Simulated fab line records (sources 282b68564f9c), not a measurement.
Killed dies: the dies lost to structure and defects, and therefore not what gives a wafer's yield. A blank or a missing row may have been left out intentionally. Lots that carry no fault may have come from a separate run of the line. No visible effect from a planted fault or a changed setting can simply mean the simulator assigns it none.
Which tool did it? -- flow rit cmos -- Sampling: 15 lots, 45 wafers, 2 of 202 route steps

WHAT EACH GAUGE READ, for each wafer
RIT_M1_CD_MEAS_09 targets a cd of 2600 nm.
lot,measured,on,cd nm (nm)
L590,day 3 07:02,cd sem-02,2602.3 2606.4 2603.0
L591,day 3 12:39,cd sem-02,2601.9 2600.9 2599.1
L593,day 4 00:51,cd sem-01,2598.3 2599.8 2598.4
L594,day 4 03:00,cd sem-01,2600.6 2599.8 2597.7
L595,day 4 08:15,cd sem-02,2598.6 2599.4 2599.2
L596,day 4 15:41,cd sem-02,2599.4 2598.6 2599.3
L597,day 4 22:55,cd sem-02,2598.0 2601.7 2598.1
L598,day 4 23:13,cd sem-02,2600.8 2601.6 2600.4
L600,day 5 10:52,cd sem-01,2602.7 2603.0 2604.3
L602,day 5 18:03,cd sem-02,2756.2 2753.8 2755.8
L603,day 5 23:09,cd sem-01,2602.0 2600.9 2602.6
L604,day 6 03:31,cd sem-01,2730.0 2730.9 2732.3
L605,day 6 11:09,cd sem-01,2731.4 2726.3 2728.7
L611,day 7 15:34,cd sem-02,2599.9 2596.5 2596.4
L613,day 8 00:45,cd sem-02,2600.2 2601.4 2604.4

EACH LOT AND THE TOOL THAT RAN IT (in order: tool; ch and the chambers of the sampled wafers; start)
lot,RIT_M1_DEVELOP_08
L590,"litho track-02 ch 0, day 3 06:00"
L591,"litho track-01 ch 0, day 3 12:00"
L593,"litho track-03 ch 0, day 4 00:00"
L594,"litho track-02 ch 0, day 4 02:00"
L595,"litho track-02 ch 0, day 4 08:00"
L596,"litho track-02 ch 0, day 4 15:00"
L597,"litho track-01 ch 0, day 4 22:00"
L598,"litho track-02 ch 0, day 4 23:00"
L600,"litho track-03 ch 0, day 5 10:00"
L602,"litho track-03 ch 0, day 5 17:00"
L603,"litho track-01 ch 0, day 5 22:00"
L604,"litho track-03 ch 0, day 6 03:00"
L605,"litho track-03 ch 0, day 6 10:00"
L611,"litho track-02 ch 0, day 7 15:00"
L613,"litho track-01 ch 0, day 8 00:00"
- RIT_M1_DEVELOP_08: develop time 68 s.

AS READ BY THE TOOLS THEMSELVES (means over the sampled wafers that have a number; for cases with no such wafer, the mark the record gives instead)
The record holds no such reading with a usual standard deviation.

THE ANSWER, worked out from the rows above alone
Rule: the lots themselves supply what counts as usual. Put in order of their means at a reading, lots are off if they are a third of the lots or fewer, leave a main group of 4 or more, and stand apart from it by a gap of 3 or more times the standard deviation of the main group's means; of several such gaps the widest counts. A main group is skipped when, at the precision printed for the reading in the tables above, its means are all equal. A lot without any number at a reading at which 4 lots or more have one is off too. Where the step has rows for the other lots, those lots are counted as sound. The gauges are gone through in route order, then the tools' own readings, and for those a lot's mean is taken as printed above. At the first step where some lot is off, the reading lying furthest off is the one used; lots without a number count as furthest.
Off, at RIT_M1_CD_MEAS_09 on cd nm: L602, L604, L605. For the main group the mean is 2600.5 nm and the standard deviation 1.9.
If a tool, at a process step before that reading, ran all the lots that are off and no sound lot after the first of them, it fits. Those tools and the gauges at RIT_M1_CD_MEAS_09 are tried in the same way. One fits: litho track-03 at RIT_M1_DEVELOP_08. A fault onset in the window from L600 (day 5 10:00, its last sound lot) to L602 (day 5 17:00, its first lot off) fits.

WHAT THE SIMULATOR PUT IN
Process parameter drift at RIT_M1_DEVELOP_08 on litho track-03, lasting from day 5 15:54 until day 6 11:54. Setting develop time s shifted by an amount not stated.
Struck lots among those shown: L602, L604, L605. The rule above reached the same finding.
